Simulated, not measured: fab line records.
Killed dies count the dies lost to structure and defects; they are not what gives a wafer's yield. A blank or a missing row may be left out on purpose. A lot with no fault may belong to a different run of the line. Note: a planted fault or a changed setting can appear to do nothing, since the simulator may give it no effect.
fab line records || flow rit_cmos
record: {"lots": 14, "wafers": 42, "last_day": 8}
route steps=202 shown ACTIVE@17
lots that met no fault: from a run of the same line without faults
start_h: hours from the record's first day to the start of the lot's first wafer shown || wait_h: hours elapsed since this lot's preceding step || " identical to the entry in the row above || L1.1+2: one row covering several wafers at once || - either no value or no given start || * or withheld: withheld || < > ~ a bound
route shown NAME@n: NAME is a module with steps in the file, n the number in the route of the first one || usual: mean/standard deviation taken from wafers without a fault || same: alike in all rows || chamber/n: place in a boat || sites: the reading at each site || _std_site: standard deviation of those values || _edge_site: outer sites' mean less inner sites' || radius_mm: how far each site lies from the wafer's centre || mask NAME#n: copy n || behind: the last tool/chamber to shape the wafer || hold: why the lot went on hold/how many hours it stayed there/how the hold came to an end || device: which transistor (n, p or np) failed to switch || end of line: the route-end tests of the same wafers || a step without rows: its recipe alone || killed: count of dies lost to structure and defects at first sort (not the wafer's yield) || map: dies across one wafer; x = killed, . = not, _ = none there
set.NAME: the setting as run; set.NAME@STEP: as run at that earlier step || model.NAME: the simulator's own value behind a step, which no gauge read
steps of the route over a sample of lots; a table a step, a row a wafer
services: a tool's chamber out of use, with start hour (start_h, from the record's first day; less than 0 if before it), hours out, and reason
== steps ==
step: RIT_ACTIVE_CLEAN_15
recipe: {"chemistry": "SC1", "mix": "3:3:50", "time_s": 600, "temp_c": 75}
usual: {"bath_guard_temp_C": "74.8/0.52", "bath_heat_duty_pct": "15.3/1.7"}
{"lot.wafer": "L431.3", "tool": "wet_bench-03", "chamber": 2, "start_h": 16.35, "wait_h": 0.1, "bath_guard_temp_C": 74.9, "bath_heat_duty_pct": 14.5}
{"lot.wafer": "L431.5", "tool": "wet_bench-03", "chamber": 2, "start_h": 16.35, "wait_h": 0.1, "bath_guard_temp_C": 74.9, "bath_heat_duty_pct": 14.0}
{"lot.wafer": "L431.6", "tool": "wet_bench-03", "chamber": 2, "start_h": 16.35, "wait_h": 0.1, "bath_guard_temp_C": 74.7, "bath_heat_duty_pct": 14.0}
{"lot.wafer": "L432.1", "tool": "wet_bench-03", "chamber": 0, "start_h": 23.38, "wait_h": 0.1, "bath_guard_temp_C": 74.6, "bath_heat_duty_pct": 16.1}
{"lot.wafer": "L432.2", "tool": "wet_bench-03", "chamber": 0, "start_h": 23.38, "wait_h": 0.1, "bath_guard_temp_C": 74.5, "bath_heat_duty_pct": 16.0}
{"lot.wafer": "L432.5", "tool": "wet_bench-03", "chamber": 0, "start_h": 23.38, "wait_h": 0.1, "bath_guard_temp_C": 74.5, "bath_heat_duty_pct": 16.7}
{"lot.wafer": "L433.1", "tool": "wet_bench-02", "chamber": 0, "start_h": 28.68, "wait_h": 0.1, "bath_guard_temp_C": 75.4, "bath_heat_duty_pct": 12.9}
{"lot.wafer": "L433.4", "tool": "wet_bench-02", "chamber": 0, "start_h": 28.68, "wait_h": 0.1, "bath_guard_temp_C": 75.0, "bath_heat_duty_pct": 13.1}
{"lot.wafer": "L433.5", "tool": "wet_bench-02", "chamber": 0, "start_h": 28.68, "wait_h": 0.1, "bath_guard_temp_C": 75.5, "bath_heat_duty_pct": 15.0}
{"lot.wafer": "L435.1", "tool": "wet_bench-02", "chamber": 1, "start_h": 37.99, "wait_h": 0.1, "bath_guard_temp_C": "-", "bath_heat_duty_pct": "-"}
{"lot.wafer": "L435.4", "tool": "wet_bench-02", "chamber": 1, "start_h": 37.99, "wait_h": 0.1, "bath_guard_temp_C": "-", "bath_heat_duty_pct": "-"}
{"lot.wafer": "L435.6", "tool": "wet_bench-02", "chamber": 1, "start_h": 37.99, "wait_h": 0.1, "bath_guard_temp_C": "-", "bath_heat_duty_pct": "-"}
{"lot.wafer": "L436.1", "tool": "wet_bench-02", "chamber": 0, "start_h": 41.67, "wait_h": 0.1, "bath_guard_temp_C": "-", "bath_heat_duty_pct": "-"}
{"lot.wafer": "L436.3", "tool": "wet_bench-02", "chamber": 0, "start_h": 41.67, "wait_h": 0.1, "bath_guard_temp_C": "-", "bath_heat_duty_pct": "-"}
{"lot.wafer": "L436.5", "tool": "wet_bench-02", "chamber": 0, "start_h": 41.67, "wait_h": 0.1, "bath_guard_temp_C": "-", "bath_heat_duty_pct": "-"}
{"lot.wafer": "L438.1", "tool": "wet_bench-02", "chamber": 0, "start_h": 52.76, "wait_h": 0.1, "bath_guard_temp_C": 75.2, "bath_heat_duty_pct": 13.4}
{"lot.wafer": "L438.3", "tool": "wet_bench-02", "chamber": 0, "start_h": 52.76, "wait_h": 0.1, "bath_guard_temp_C": 75.5, "bath_heat_duty_pct": 14.3}
{"lot.wafer": "L438.6", "tool": "wet_bench-02", "chamber": 0, "start_h": 52.76, "wait_h": 0.1, "bath_guard_temp_C": 75.5, "bath_heat_duty_pct": 13.8}
{"lot.wafer": "L440.2", "tool": "wet_bench-02", "chamber": 1, "start_h": 63.48, "wait_h": 0.1, "bath_guard_temp_C": 74.4, "bath_heat_duty_pct": 16.9}
{"lot.wafer": "L440.4", "tool": "wet_bench-02", "chamber": 1, "start_h": 63.48, "wait_h": 0.1, "bath_guard_temp_C": 74.4, "bath_heat_duty_pct": 16.6}
{"lot.wafer": "L440.6", "tool": "wet_bench-02", "chamber": 1, "start_h": 63.48, "wait_h": 0.1, "bath_guard_temp_C": 74.2, "bath_heat_duty_pct": 17.9}
{"lot.wafer": "L441.3", "tool": "wet_bench-01", "chamber": 0, "start_h": 65.41, "wait_h": 0.1, "bath_guard_temp_C": 75.1, "bath_heat_duty_pct": 15.3}
{"lot.wafer": "L441.4", "tool": "wet_bench-01", "chamber": 0, "start_h": 65.41, "wait_h": 0.1, "bath_guard_temp_C": 74.7, "bath_heat_duty_pct": 14.5}
{"lot.wafer": "L441.5", "tool": "wet_bench-01", "chamber": 0, "start_h": 65.41, "wait_h": 0.1, "bath_guard_temp_C": 75.0, "bath_heat_duty_pct": 14.6}
{"lot.wafer": "L446.1", "tool": "wet_bench-02", "chamber": 1, "start_h": 90.14, "wait_h": 0.1, "bath_guard_temp_C": 74.0, "bath_heat_duty_pct": 16.5}
{"lot.wafer": "L446.4", "tool": "wet_bench-02", "chamber": 1, "start_h": 90.14, "wait_h": 0.1, "bath_guard_temp_C": 74.3, "bath_heat_duty_pct": 17.6}
{"lot.wafer": "L446.5", "tool": "wet_bench-02", "chamber": 1, "start_h": 90.14, "wait_h": 0.1, "bath_guard_temp_C": 74.1, "bath_heat_duty_pct": 16.9}
{"lot.wafer": "L447.1", "tool": "wet_bench-03", "chamber": 0, "start_h": 95.28, "wait_h": 0.1, "bath_guard_temp_C": 74.7, "bath_heat_duty_pct": 15.2}
{"lot.wafer": "L447.2", "tool": "wet_bench-03", "chamber": 0, "start_h": 95.28, "wait_h": 0.1, "bath_guard_temp_C": 74.6, "bath_heat_duty_pct": 16.0}
{"lot.wafer": "L447.6", "tool": "wet_bench-03", "chamber": 0, "start_h": 95.28, "wait_h": 0.1, "bath_guard_temp_C": 74.5, "bath_heat_duty_pct": 15.7}
{"lot.wafer": "L450.1", "tool": "wet_bench-03", "chamber": 0, "start_h": 111.21, "wait_h": 0.1, "bath_guard_temp_C": 74.7, "bath_heat_duty_pct": 16.5}
{"lot.wafer": "L450.2", "tool": "wet_bench-03", "chamber": 0, "start_h": 111.21, "wait_h": 0.1, "bath_guard_temp_C": 74.9, "bath_heat_duty_pct": 16.8}
{"lot.wafer": "L450.3", "tool": "wet_bench-03", "chamber": 0, "start_h": 111.21, "wait_h": 0.1, "bath_guard_temp_C": 74.7, "bath_heat_duty_pct": 15.7}
{"lot.wafer": "L451.2", "tool": "wet_bench-02", "chamber": 0, "start_h": 118.57, "wait_h": 0.1, "bath_guard_temp_C": 75.2, "bath_heat_duty_pct": 12.5}
{"lot.wafer": "L451.3", "tool": "wet_bench-02", "chamber": 0, "start_h": 118.57, "wait_h": 0.1, "bath_guard_temp_C": 75.4, "bath_heat_duty_pct": 14.0}
{"lot.wafer": "L451.5", "tool": "wet_bench-02", "chamber": 0, "start_h": 118.57, "wait_h": 0.1, "bath_guard_temp_C": 75.3, "bath_heat_duty_pct": 12.9}
{"lot.wafer": "L453.3", "tool": "wet_bench-02", "chamber": 2, "start_h": 125.87, "wait_h": 0.1, "bath_guard_temp_C": 75.1, "bath_heat_duty_pct": 15.3}
{"lot.wafer": "L453.4", "tool": "wet_bench-02", "chamber": 2, "start_h": 125.87, "wait_h": 0.1, "bath_guard_temp_C": 74.9, "bath_heat_duty_pct": 15.5}
{"lot.wafer": "L453.5", "tool": "wet_bench-02", "chamber": 2, "start_h": 125.87, "wait_h": 0.1, "bath_guard_temp_C": 75.0, "bath_heat_duty_pct": 15.2}
{"lot.wafer": "L454.1", "tool": "wet_bench-01", "chamber": 0, "start_h": 131.36, "wait_h": 0.1, "bath_guard_temp_C": 74.9, "bath_heat_duty_pct": 12.9}
{"lot.wafer": "L454.2", "tool": "wet_bench-01", "chamber": 0, "start_h": 131.36, "wait_h": 0.1, "bath_guard_temp_C": 74.9, "bath_heat_duty_pct": 13.7}
{"lot.wafer": "L454.3", "tool": "wet_bench-01", "chamber": 0, "start_h": 131.36, "wait_h": 0.1, "bath_guard_temp_C": 74.8, "bath_heat_duty_pct": 15.3}
== services ==
{"tool": "wet_bench-01", "chamber": "-", "start_h": 103.50, "hours": 16.0, "kind": "repair"}
== key ==
first_sign: {"step": "RIT_ACTIVE_CLEAN_15", "reading": "tool_record", "direction": "missing"}
effect none on later readings
met_at RIT_ACTIVE_CLEAN_15
struck_lots L435,L436
tester_left_out L435,L436
onset_between 28.68 37.99
fault: {"kind": "skipped_step_whole", "tool": "wet_bench-02", "chamber": "-", "onset_h": 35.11, "steps": "RIT_ACTIVE_CLEAN_15", "scope": "struck_lots_only"}
tester_left_out: of these lots the tester's yield and bins aren't shown, on N5 and GAA mostly nor the transistor test; their killed dies are dies lost to structure and defects alone, not to doping, threshold or leakage, so they don't give the yield
